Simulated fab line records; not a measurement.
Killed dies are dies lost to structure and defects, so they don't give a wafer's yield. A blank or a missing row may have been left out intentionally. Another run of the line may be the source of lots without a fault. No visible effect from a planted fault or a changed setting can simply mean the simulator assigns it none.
Struck lot and sound lot, side by side -- flow rit cmos -- 44 steps out of a route of 202
Sound: the wafers L164.2, L164.3, L164.6. Struck: wafers L170.1, L170.2, L170.5. Last of all comes the cause.
Each step with rows lists, per side, the tool, then ch with its chambers, then its first start. Under that, the readings that differ: sound wafers -- struck wafers -- difference of the means -- sigmas: that difference in standard deviations of wafers without a fault.
alike: words and numbers the same on both sides, and readings whose means are apart by under 2 such deviations; not compared: readings that were withheld, readings missing a value for some wafer, numbers with overlapping values and no deviation given by the record, and bounds like >300 which may hide the same value.
Wherever a step has rows on one side only, a row that says differs or no value, or a row with sigmas, the two part there. Numbers that don't overlap but have no deviation are shown without sigmas and don't part them. Lack of a reading on every wafer of one side parts them only where that side has two or more wafers.

first, 3 steps without rows for these wafers: RIT_REOX_CLEAN_01 (cleans in dHF, time 30 s); RIT_REOX_CLEAN_02 (cleans in SC2, time 600 s); RIT_REOX_OXIDATION_03 (target thk 25.2 nm, ox time 5580 s).
RIT_REOX_THK_MEAS_04:
  sound on film metro-02 at day 4 14:25; struck on film metro-03 at day 5 20:20
  alike: REOX_OXIDE_THK
then, 6 steps without rows for these wafers: RIT_NLDD_HMDS_00 (prime time 60 s); RIT_NLDD_COAT_01 (resist thk 1000 nm); RIT_NLDD_SOFTBAKE_02 (time 60 s); RIT_NLDD_EXPOSE_03 (exposes mask M7, target cd 40700 nm); RIT_NLDD_PEB_04; RIT_NLDD_DEVELOP_05 (develop time 50 s).
RIT_NLDD_OVL_MEAS_06:
  sound on overlay-01 at day 4 15:19; struck on overlay-01 at day 5 21:15
reading,sound,struck,difference,sigmas
NLDD_OVL (nm),3.0 3.5 0.9,-1.2 -0.5 -0.5,-3.2,-2
then, 1 step without rows for these wafers: RIT_NLDD_HARDBAKE_07 (time 60 s).
RIT_NLDD_IMPLANT_08:
  sound on implanter-04 ch 0, day 4 15:31; struck on implanter-03 ch 0, day 5 21:26
  alike: dose ions cm2
RIT_NLDD_STRIP_09: strips in O2, time 180 s.
  sound on plasma asher-01 ch 0, day 4 15:39; struck on plasma asher-04 ch 0,1, day 5 21:35
  alike: chamber pressure mTorr, drypump motor current A
  not compared: rf hours counter h
RIT_NLDD_TW_MEAS_10:
  sound on film metro-03 at day 4 15:50; struck on film metro-03 at day 5 21:46
  alike: NLDD_TW
then, 6 steps without rows for these wafers: RIT_PLDD_HMDS_00 (prime time 60 s); RIT_PLDD_COAT_01 (resist thk 1000 nm); RIT_PLDD_SOFTBAKE_02 (time 60 s); RIT_PLDD_EXPOSE_03 (exposes mask M8, target cd 40900 nm); RIT_PLDD_PEB_04; RIT_PLDD_DEVELOP_05 (develop time 50 s).
RIT_PLDD_OVL_MEAS_06:
  sound on overlay-01 at day 4 16:44; struck on overlay-02 at day 5 22:48
  alike: PLDD_OVL
then, 2 steps without rows for these wafers: RIT_PLDD_HARDBAKE_07 (time 60 s); RIT_PLDD_IMPLANT_08.
RIT_PLDD_STRIP_09: strips in O2, time 180 s.
  sound on plasma asher-04 ch 0,1, day 4 17:12; struck on plasma asher-02 ch 0,1, day 5 23:08
  alike: chamber pressure mTorr, drypump motor current A
  not compared: rf hours counter h
RIT_PLDD_TW_MEAS_10:
  sound on film metro-01 at day 4 17:23; struck on film metro-03 at day 5 23:19
  alike: PLDD_TW
then, 4 steps without rows for these wafers: RIT_SPACER_CLEAN_00 (cleans in SC1, time 600 s); RIT_SPACER_CLEAN_01 (cleans in dHF, time 30 s); RIT_SPACER_CLEAN_02 (cleans in SC2, time 600 s); RIT_SPACER_CVD_03 (deposits Si3N4 from SiH2Cl2/NH3, target thk 250 nm, time 3300 s).
RIT_SPACER_THK_MEAS_04:
  sound on film metro-02 at day 4 19:44; struck on film metro-01 at day 6 01:39
  alike: SPACER_NITRIDE_THK
RIT_SPACER_ETCHBACK_05: etches Si3N4 in SF6/CHF3, stops on SiO2, target depth 250 nm, time 240 s.
  sound on rie diel-02 ch 1,2,3, day 4 19:47; struck on rie diel-04 ch 0,2,3, day 6 01:43
  alike: chamber pressure mTorr, drypump motor current A, oes product au, throttle valve pct
  not compared: rf hours counter h
then, 6 steps without rows for these wafers: RIT_NSD_HMDS_00 (prime time 60 s); RIT_NSD_COAT_01 (resist thk 1000 nm); RIT_NSD_SOFTBAKE_02 (time 60 s); RIT_NSD_EXPOSE_03 (exposes mask M9, target cd 40700 nm); RIT_NSD_PEB_04; RIT_NSD_DEVELOP_05 (develop time 50 s).
RIT_NSD_OVL_MEAS_06:
  sound on overlay-02 at day 4 20:47; struck on overlay-02 at day 6 02:43
  alike: NSD_OVL
then, 2 steps without rows for these wafers: RIT_NSD_HARDBAKE_07 (time 60 s); RIT_NSD_IMPLANT_08.
RIT_NSD_STRIP_09: strips in O2, time 180 s.
  sound on plasma asher-02 ch 0,1, day 4 21:07; struck on plasma asher-02 ch 0,1, day 6 03:03
  alike: chamber pressure mTorr, drypump motor current A
  not compared: rf hours counter h
RIT_SDANNEAL_RS_MEAS_07: uses a four-point probe to measure.
  sound on film metro-03 at day 4 23:42; struck on film metro-04 at day 6 05:58
reading,sound,struck,difference,sigmas
NLDD_RS (ohm/sq),151.6 152.0 151.7,- - -,no value on the struck wafers,
RIT_M1_PROBE_99:
  sound on prober-01 at day 5 07:26; struck on prober-01 at day 6 13:03
reading,sound,struck,difference,sigmas
model.etest.nmos turned.drive ua um,337 324.8 338.5,474.6 451.6 457.5,+127.8,
model.etest.nmos_0p15.drive ua um,470.9 462.5 469.4,494.9 500.9 490.4,+27.8,
model.etest.retro edge nmos.off log10 a um,-9.727 -10.05 -9.861,-9.247 -9.553 -9.23,+0.536,
model.etest.nmos_0p15.off log10 a um,-9.871 -10.18 -9.989,-9.253 -9.675 -9.418,+0.565,
model.etest.ring.quiet log10 a (angstrom),-7.674 -7.887 -7.714,-7.194 -7.529 -7.328,+0.408,
model.etest.nmos turned.isub log10 a um,-7.118 -7.082 -7.109,-6.979 -7.064 -6.984,+0.094,
  alike: killed at front end, killed dies, killed open, killed short
  not compared: model.etest.nmos_0p15.swing mv dec, model.etest.nmos_0p15.bv v

== WHERE THEY PART ==
At RIT_NLDD_OVL_MEAS_06 first; at RIT_SDANNEAL_RS_MEAS_07 last (within this record only). Later steps at which nothing parts them and some readings are alike: RIT_M1_PROBE_99.

WHY: what had been put in by the simulator
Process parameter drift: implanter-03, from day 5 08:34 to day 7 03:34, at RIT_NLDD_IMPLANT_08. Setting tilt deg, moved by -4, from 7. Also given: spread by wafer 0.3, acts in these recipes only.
